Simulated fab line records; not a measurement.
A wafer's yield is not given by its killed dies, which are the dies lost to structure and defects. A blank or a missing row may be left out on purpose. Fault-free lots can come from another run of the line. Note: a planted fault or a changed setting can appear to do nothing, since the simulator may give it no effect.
Split-lot experiment || flow berkeley_cmos170 || 23 wafers read across 5 lots, on a route 331 steps long

== ON THE SPLIT ==
At UCB170_PVT_IMPLANT_07, the setting dose_cm2 was moved away from the recipe's 2e+12 on 11 of the 23 wafers read, by -5.6% to +7.3%. The other wafers ran this setting at the recipe's value.

== FROM THE SPLIT TO THE READING: what the file shows between them, 1 step ==
- UCB170_PVT_STRIP_08: strips in O2

== THE READING ==
PVT_TW, at UCB170_PVT_TW_MEAS_09. Fault-free wafers of this fab line usually give 512, standard deviation 3.7.

{"wafer": "L074.1", "tool, chamber at the split": "implanter-02, 0", "dose_cm2 as run": 2e+12, "against the recipe": "recipe", "PVT_TW": 509, "against lot-mates on the recipe": "-"}
{"wafer": "L074.2", "tool, chamber at the split": "implanter-02, 0", "dose_cm2 as run": 1.906e+12, "against the recipe": "-4.7%", "PVT_TW": 504, "against lot-mates on the recipe": -6}
{"wafer": "L074.3", "tool, chamber at the split": "implanter-02, 0", "dose_cm2 as run": 2e+12, "against the recipe": "recipe", "PVT_TW": 512, "against lot-mates on the recipe": "-"}
{"wafer": "L074.4", "tool, chamber at the split": "implanter-02, 0", "dose_cm2 as run": 1.906e+12, "against the recipe": "-4.7%", "PVT_TW": 505, "against lot-mates on the recipe": -6}
{"wafer": "L074.5", "tool, chamber at the split": "implanter-02, 0", "dose_cm2 as run": 1.906e+12, "against the recipe": "-4.7%", "PVT_TW": 504, "against lot-mates on the recipe": -6}
{"wafer": "L076.1", "tool, chamber at the split": "implanter-02, 0", "dose_cm2 as run": 1.887e+12, "against the recipe": "-5.6%", "PVT_TW": 502, "against lot-mates on the recipe": -10}
{"wafer": "L076.2", "tool, chamber at the split": "implanter-02, 0", "dose_cm2 as run": 1.887e+12, "against the recipe": "-5.6%", "PVT_TW": 502, "against lot-mates on the recipe": -10}
{"wafer": "L076.3", "tool, chamber at the split": "implanter-02, 0", "dose_cm2 as run": 2e+12, "against the recipe": "recipe", "PVT_TW": 513, "against lot-mates on the recipe": "-"}
{"wafer": "L076.5", "tool, chamber at the split": "implanter-02, 0", "dose_cm2 as run": 1.887e+12, "against the recipe": "-5.6%", "PVT_TW": 502, "against lot-mates on the recipe": -10}
{"wafer": "L076.6", "tool, chamber at the split": "implanter-02, 0", "dose_cm2 as run": 2e+12, "against the recipe": "recipe", "PVT_TW": 511, "against lot-mates on the recipe": "-"}
{"wafer": "L079.1", "tool, chamber at the split": "implanter-03, 0", "dose_cm2 as run": 2.147e+12, "against the recipe": "+7.3%", "PVT_TW": 514, "against lot-mates on the recipe": "+11"}
{"wafer": "L079.2", "tool, chamber at the split": "implanter-03, 0", "dose_cm2 as run": 2e+12, "against the recipe": "recipe", "PVT_TW": 504, "against lot-mates on the recipe": "-"}
{"wafer": "L079.3", "tool, chamber at the split": "implanter-03, 0", "dose_cm2 as run": 2e+12, "against the recipe": "recipe", "PVT_TW": 502, "against lot-mates on the recipe": "-"}
{"wafer": "L079.4", "tool, chamber at the split": "implanter-03, 0", "dose_cm2 as run": 2.147e+12, "against the recipe": "+7.3%", "PVT_TW": 511, "against lot-mates on the recipe": "+8"}
{"wafer": "L079.6", "tool, chamber at the split": "implanter-03, 0", "dose_cm2 as run": 2e+12, "against the recipe": "recipe", "PVT_TW": 503, "against lot-mates on the recipe": "-"}
{"wafer": "L083.2", "tool, chamber at the split": "implanter-03, 0", "dose_cm2 as run": 1.889e+12, "against the recipe": "-5.5%", "PVT_TW": 504, "against lot-mates on the recipe": -10}
{"wafer": "L083.3", "tool, chamber at the split": "implanter-03, 0", "dose_cm2 as run": 1.889e+12, "against the recipe": "-5.5%", "PVT_TW": 505, "against lot-mates on the recipe": -10}
{"wafer": "L083.4", "tool, chamber at the split": "implanter-03, 0", "dose_cm2 as run": 1.889e+12, "against the recipe": "-5.5%", "PVT_TW": 506, "against lot-mates on the recipe": -8}
{"wafer": "L083.5", "tool, chamber at the split": "implanter-03, 0", "dose_cm2 as run": 2e+12, "against the recipe": "recipe", "PVT_TW": 515, "against lot-mates on the recipe": "-"}
{"wafer": "L083.6", "tool, chamber at the split": "implanter-03, 0", "dose_cm2 as run": 2e+12, "against the recipe": "recipe", "PVT_TW": 514, "against lot-mates on the recipe": "-"}
{"wafer": "L082.1", "tool, chamber at the split": "implanter-02, 0", "dose_cm2 as run": 2e+12, "against the recipe": "recipe", "PVT_TW": 513, "against lot-mates on the recipe": "-"}
{"wafer": "L082.2", "tool, chamber at the split": "implanter-02, 0", "dose_cm2 as run": 2e+12, "against the recipe": "recipe", "PVT_TW": 514, "against lot-mates on the recipe": "-"}
{"wafer": "L082.6", "tool, chamber at the split": "implanter-02, 0", "dose_cm2 as run": 2e+12, "against the recipe": "recipe", "PVT_TW": 516, "against lot-mates on the recipe": "-"}

THE FIT
A straight line over all 23 wafers: PVT_TW changes by +0.86 for each +1% of dose_cm2; r = +0.64; the points scatter about the line by 4.
The same after taking each lot's own level away (the mean of its wafers on the recipe; 23 wafers): +1.49 for each +1%; r = +0.98; scatter 1.3.
Per that fit: largest dose_cm2 move, reading shift of 11.
From 503.0 to 514.5: that is the span of the lots' own levels, equal to 3.1 times the standard deviation above.
So the lot-to-lot level blurs the effect unless lot-mates are compared.
Check: +10.5 against its lot-mates is what the line predicts for one of the wafers moved furthest among these (+7.3%) when that wafer is left out of the fit. Against them it came out at +11.

== FURTHER SPLITS ON THESE WAFERS ==
Other splits were also applied to these wafers ahead of the reading. Each is held against what the fit with the lots' levels taken away leaves over:
{"other split on the same wafers": "UCB170_NWELL_CVD_04 temp_c", "wafers away from the commonest value": 15, "r with PVT_TW (lot level and that fit taken away)": "+0.16"}
{"other split on the same wafers": "UCB170_NWELL_ETCH_13 time_s", "wafers away from the commonest value": 10, "r with PVT_TW (lot level and that fit taken away)": "+0.13"}
{"other split on the same wafers": "UCB170_WELLDRIVE_OXIDATION_01 temp_c", "wafers away from the commonest value": 15, "r with PVT_TW (lot level and that fit taken away)": "+0.33"}
{"other split on the same wafers": "UCB170_ACTIVE_STRIP_16 power_w", "wafers away from the commonest value": 6, "r with PVT_TW (lot level and that fit taken away)": "+0.14"}
{"other split on the same wafers": "UCB170_FIELD_OXIDATION_01 ox_time_s", "wafers away from the commonest value": 10, "r with PVT_TW (lot level and that fit taken away)": "+0.04"}

== THE FILE'S OWN FIT ==
PVT_TW changes by +1.52 for each +1% of dose_cm2, r = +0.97.
